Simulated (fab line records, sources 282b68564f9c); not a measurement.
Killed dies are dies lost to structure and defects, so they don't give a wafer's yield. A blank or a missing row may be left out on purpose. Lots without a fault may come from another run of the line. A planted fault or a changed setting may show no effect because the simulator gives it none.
fab line records | flow rit_cmos
record lots=14 wafers=42 last_day=8
route steps=202 shown ACTIVE@15 PWELL@45 NSD@132 PSD@151 M1@202
lots that met no fault: from a run of the same line without faults
start_h: hours from the record's first day to the start of the lot's first wafer shown | wait_h: hours since the lot's step before | " the same as in the row above | L1.1+2: a row that stands for several wafers | - no value, or no start given | * or withheld: withheld | < > ~ a bound
route shown NAME@n: a module of which the file shows steps, and the number in the route of the first | usual: mean/standard deviation of fault-free wafers | same: alike in all rows | chamber/n: place in a boat | sites: the reading at each site | _std_site: their standard deviation | _edge_site: outer sites' mean less inner sites' | radius_mm: how far each site lies from the wafer's centre | mask NAME#n: copy n | behind: the tool/chamber that last shaped the wafer | hold: why the lot was held/for how many hours/how that ended | device: the transistor (n, p or np) that didn't switch | end of line: the same wafers' tests at the end of the route | a step without rows: its recipe alone | killed: dies lost to structure and defects at the first sort, not the wafer's yield | map: a wafer's dies, x killed, . not, _ none there
set.NAME: the setting as run; set.NAME@STEP: as run at that earlier step | model.NAME: the simulator's own value behind a step, which no gauge read
steps of the route over a sample of lots; a table a step, a row a wafer
services: from which hour (start_h, from the record's first day; less than 0 if before it) a tool's chamber was out of use, for how many hours, and why
## steps
# step RIT_ACTIVE_STRIP_14
# recipe chemistry=O2 time_s=180 resist=NOVOLAK platen_temp_c=withheld power_w=500 pressure_mtorr=4000 o2_flow_sccm=4000
# usual drypump_motor_current_A=5.9/0.6
# same time_s=180
# columns lot.wafer tool chamber start_h wait_h drypump_motor_current_A rf_hours_counter_h
L722.4 plasma_asher-03 1 20.89 0.1 6.6 -
L722.5 " 0 " " 6.2 -
L722.6 " 1 " " 6.6 -
L723.1 plasma_asher-02 0 25.03 0.1 5.9 34
L723.5 " 1 " " 4.8 -
L723.6 " 0 " " 6.0 -
L724.2 plasma_asher-02 1 30.87 0.1 4.8 35
L724.4 " 1 " " 4.8 -
L724.6 " 1 " " 4.8 -
L725.2 plasma_asher-04 1 38.28 0.1 5.3 25
L725.3 " 1 " " 5.3 -
L725.4 " 0 " " 6.3 -
L726.1 plasma_asher-02 0 40.30 0.1 6.0 36
L726.4 " 0 " " 6.0 -
L726.5 " 0 " " 6.0 -
L728.1 plasma_asher-03 1 51.40 0.1 6.6 42
L728.2 " 0 " " 6.2 42
L728.6 " 0 " " 6.3 -
L732.1 plasma_asher-02 1 70.89 0.1 4.8 40
L732.2 " 0 " " 5.9 40
L732.6 " 0 " " 6.0 -
L734.1 plasma_asher-03 1 79.84 0.1 6.6 45
L734.2 " 0 " " 6.2 45
L734.5 " 0 " " 6.2 -
L735.1 plasma_asher-04 0 85.87 0.1 6.3 30
L735.4 " 0 " " 6.3 -
L735.6 " 1 " " 5.3 -
L736.2 plasma_asher-04 0 90.66 0.1 6.3 31
L736.4 " 1 " " 5.3 -
L736.5 " 0 " " 6.3 -
L738.1 plasma_asher-03 1 101.61 0.1 6.6 46
L738.5 " 1 " " 6.5 -
L738.6 " 0 " " 6.2 -
L740.1 plasma_asher-03 0 109.92 0.1 6.2 47
L740.5 " 1 " " 6.6 -
L740.6 " 0 " " 6.2 -
L741.1 plasma_asher-04 1 115.74 0.1 5.3 33
L741.2 " 0 " " 6.3 33
L741.6 " 0 " " 6.3 -
L744.1 plasma_asher-04 1 130.77 0.1 5.3 35
L744.3 " 1 " " 5.3 -
L744.4 " 0 " " 6.3 -
# step RIT_PWELL_OVL_MEAS_06
# usual PWELL_OVL=0.0/1.3
# columns lot.wafer tool chamber start_h wait_h PWELL_OVL[nm]
L722.4 overlay-01 - 28.26 - -2.2
L722.5 " - " " -2.5
L722.6 " - " " -1.6
L723.1 overlay-01 - 35.12 - -1.3
L723.5 " - " " -0.1
L723.6 " - " " -1.0
L724.2 overlay-02 - 39.29 - -1.0
L724.4 " - " " -0.3
L724.6 " - " " -0.6
L725.2 overlay-02 - 47.55 - 0.7
L725.3 " - " " 1.3
L725.4 " - " " 0.0
L726.1 overlay-02 - 49.75 - 0.2
L726.4 " - " " 1.7
L726.5 " - " " -0.5
L728.1 overlay-02 - 59.53 - -2.1
L728.2 " - " " -2.1
L728.6 " - " " -0.8
L732.1 overlay-01 - 78.25 - -0.6
L732.2 " - " " 0.1
L732.6 " - " " -0.5
L734.1 overlay-01 - 90.43 - -0.1
L734.2 " - " " -0.7
L734.5 " - " " 0.1
L735.1 overlay-02 - 94.28 - 2.4
L735.4 " - " " 0.8
L735.6 " - " " 3.5
L736.2 overlay-01 - 97.80 - 0.0
L736.4 " - " " -1.9
L736.5 " - " " -1.5
L738.1 overlay-02 - 109.18 - -0.1
L738.5 " - " " 0.2
L738.6 " - " " 0.5
L740.1 overlay-01 - 118.70 - 1.7
L740.5 " - " " 2.1
L740.6 " - " " 1.7
L741.1 overlay-01 - 122.85 - 1.2
L741.2 " - " " 0.7
L741.6 " - " " -0.2
L744.1 overlay-01 - 142.95 - 1.2
L744.3 " - " " 1.1
L744.4 " - " " -1.3
# step RIT_NSD_COAT_01
# recipe resist=NOVOLAK spin_rpm=3250 resist_thk_nm=1000
# usual spin_speed_rpm=3249.5/1.8
# columns lot.wafer tool chamber start_h wait_h spin_speed_rpm
L722.4 litho_track-01 0 53.13 0.1 3249.7
L722.5 " 0 " " 3250.0
L722.6 " 0 " " 3246.9
L723.1 litho_track-02 0 60.54 0.1 3250.0
L723.5 " 0 " " 3250.5
L723.6 " 0 " " 3247.0
L724.2 litho_track-01 0 66.68 0.1 3251.5
L724.4 " 0 " " 3251.6
L724.6 " 0 " " 3250.9
L725.2 litho_track-01 0 72.17 0.1 3306.1
L725.3 " 0 " " 3306.2
L725.4 " 0 " " 3304.9
L726.1 litho_track-02 0 73.93 0.1 3250.2
L726.4 " 0 " " 3251.5
L726.5 " 0 " " 3248.7
L728.1 litho_track-01 0 86.42 0.1 3302.0
L728.2 " 0 " " 3304.5
L728.6 " 0 " " 3302.4
L732.1 litho_track-02 0 103.56 0.1 3249.9
L732.2 " 0 " " 3249.6
L732.6 " 0 " " 3250.1
L734.1 litho_track-02 0 115.49 0.1 3252.0
L734.2 " 0 " " 3250.4
L734.5 " 0 " " 3248.7
L735.1 litho_track-02 0 117.95 0.1 3246.3
L735.4 " 0 " " 3250.9
L735.6 " 0 " " 3250.2
L736.2 litho_track-02 0 122.16 0.1 3246.3
L736.4 " 0 " " 3251.3
L736.5 " 0 " " 3252.0
L738.1 litho_track-02 0 132.55 0.1 3248.2
L738.5 " 0 " " 3250.1
L738.6 " 0 " " 3248.4
L740.1 litho_track-03 0 149.22 0.1 3246.4
L740.5 " 0 " " 3247.6
L740.6 " 0 " " 3248.5
L741.1 litho_track-03 0 152.85 0.1 3248.6
L741.2 " 0 " " 3247.9
L741.6 " 0 " " 3248.3
L744.1 litho_track-01 0 171.20 0.1 3251.2
L744.3 " 0 " " 3251.3
L744.4 " 0 " " 3249.0
# step RIT_PSD_STRIP_09
# recipe chemistry=O2 time_s=180 resist=NOVOLAK platen_temp_c=withheld power_w=500 pressure_mtorr=4000 o2_flow_sccm=4000
# usual drypump_motor_current_A=6.0/0.5
# same time_s=180
# columns lot.wafer tool chamber start_h wait_h drypump_motor_current_A rf_hours_counter_h
L722.4 plasma_asher-01 1 55.72 0.1 6.5 -
L722.5 " 1 " " 6.5 -
L722.6 " 0 " " 5.5 -
L723.1 plasma_asher-01 1 63.00 0.1 6.5 44
L723.5 " 1 " " 6.5 -
L723.6 " 0 " " 5.5 -
L724.2 plasma_asher-01 1 69.12 0.1 6.5 45
L724.4 " 0 " " 5.6 -
L724.6 " 1 " " 6.6 -
L725.2 plasma_asher-04 0 74.72 0.1 6.3 29
L725.3 " 0 " " 6.3 -
L725.4 " 1 " " 5.3 -
L726.1 plasma_asher-03 0 76.74 0.1 6.2 44
L726.4 " 0 " " 6.2 -
L726.5 " 0 " " 6.2 -
L728.1 plasma_asher-04 0 89.13 0.1 6.3 30
L728.2 " 1 " " 5.3 30
L728.6 " 0 " " 6.3 -
L732.1 plasma_asher-03 0 106.21 0.1 6.3 47
L732.2 " 1 " " 6.6 47
L732.6 " 0 " " 6.2 -
L734.1 plasma_asher-03 1 118.08 0.1 6.6 48
L734.2 " 0 " " 6.2 48
L734.5 " 0 " " 6.2 -
L735.1 plasma_asher-01 1 120.53 0.1 6.5 51
L735.4 " 0 " " 5.5 -
L735.6 " 1 " " 6.5 -
L736.2 plasma_asher-04 0 124.84 0.1 6.3 34
L736.4 " 0 " " 6.3 -
L736.5 " 1 " " 5.3 -
L738.1 plasma_asher-04 1 135.13 0.1 5.3 35
L738.5 " 0 " " 6.3 -
L738.6 " 1 " " 5.3 -
L740.1 plasma_asher-04 1 151.86 0.1 5.3 37
L740.5 " 1 " " 5.3 -
L740.6 " 0 " " 6.3 -
L741.1 plasma_asher-04 1 155.43 0.1 5.3 37
L741.2 " 0 " " 6.4 37
L741.6 " 0 " " 6.4 -
L744.1 plasma_asher-04 0 173.78 0.1 6.3 39
L744.3 " 1 " " 5.3 -
L744.4 " 0 " " 6.3 -
# step RIT_M1_PROBE_99
# usual killed_at_contacts=0.1/0.3 killed_at_front_end=7/3.4 killed_dies=7/3.4 killed_open=3.6/2.1 killed_short=3.5/2.1
# same gross_dies=264 killed_at_M0_to_M3=0 killed_at_M4_up=0 killed_at_back_side=0 killed_at_other=0
# columns lot.wafer tool chamber start_h wait_h killed_at_contacts killed_at_front_end killed_dies killed_open killed_short
L722.4 prober-02 - 64.02 0.2 0 7 7 3 4
L722.5 prober-02 - 64.07 0.2 0 9 9 5 4
L722.6 prober-02 - 64.12 0.2 0 8 8 2 6
L736.2 prober-02 - 133.05 0.1 0 4 4 1 3
L736.4 prober-02 - 133.15 0.2 0 2 2 1 1
L736.5 prober-02 - 133.20 0.2 0 5 5 4 1
L741.1 prober-01 - 163.39 0.1 0 5 5 3 2
L741.2 prober-01 - 163.44 0.1 0 6 6 2 4
L741.6 prober-01 - 163.64 0.2 0 6 6 3 3
# killed by level:class
L722.4 GATE:geometric_particle:short=4 FOX1:geometric_particle:open=1 FOX2:geometric_particle:open=1 GATE:geometric_particle:open=1
L722.5 GATE:geometric_particle:open=3 GATE:geometric_particle:short=2 FOX2:geometric_particle:open=1 REOX:geometric_particle:short=1 SPACER:geometric_particle:short=1 SPACER:geometric_particle:open=1
L722.6 GATE:geometric_particle:short=4 GATE:geometric_particle:open=2 SPACER:geometric_particle:short=1 SILICIDE:geometric_particle:short=1
L736.2 GATE:geometric_particle:short=3 SILICIDE:geometric_particle:open=1
L736.4 SPACER:geometric_particle:short=1 SILICIDE:geometric_particle:open=1
L736.5 GATE:geometric_particle:open=4 REOX:geometric_particle:short=1
L741.1 FOX1:geometric_particle:open=1 GATE:geometric_particle:short=1 GATE:geometric_particle:open=1 REOX:geometric_particle:short=1 SILICIDE:geometric_particle:open=1
L741.2 GATE:geometric_particle:short=2 SILICIDE:geometric_particle:short=2 SILICIDE:geometric_particle:open=2
L741.6 GATE:geometric_particle:short=2 FOX1:geometric_particle:open=1 FOX2:geometric_particle:open=1 GATE:geometric_particle:open=1 SILICIDE:geometric_particle:short=1
## services
# columns tool chamber start_h hours kind
plasma_asher-04 - 28.31 5.7 repair
plasma_asher-03 - 70.37 1.0 repair
plasma_asher-02 - 77.49 2.8 pm
plasma_asher-03 - 93.07 7.8 repair
plasma_asher-02 - 108.75 9.0 pm
plasma_asher-02 0 108.75 9.0 vent_cycle
plasma_asher-02 1 108.75 9.0 vent_cycle
plasma_asher-02 0 117.75 - clean
plasma_asher-02 1 117.75 - clean
plasma_asher-01 - 141.93 2.8 pm
plasma_asher-02 - 143.74 0.5 repair
## key
first_sign step=RIT_NSD_COAT_01 reading=spin_speed_rpm direction=up sigmas=31 usual=3249.5 struck=3304.4
effect none on later readings
met_at RIT_NSD_COAT_01
struck_lots L725,L728
tester_left_out L725,L728
not_acting_at RIT_ACTIVE_STRIP_14,RIT_PWELL_OVL_MEAS_06,RIT_PSD_STRIP_09
onset_between 66.68 72.17
fault kind=process_parameter_drift tool=litho_track-01 chamber=- onset_h=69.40 steps=RIT_NSD_COAT_01 channel=spin_rpm offset=55.107 shape=step end_h=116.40 acts_in=these_recipes_only stated=3250
# tester_left_out: of these lots the tester's yield and bins aren't shown, on N5 and GAA mostly nor the transistor test; their killed dies are dies lost to structure and defects alone, not to doping, threshold or leakage, so they don't give the yield
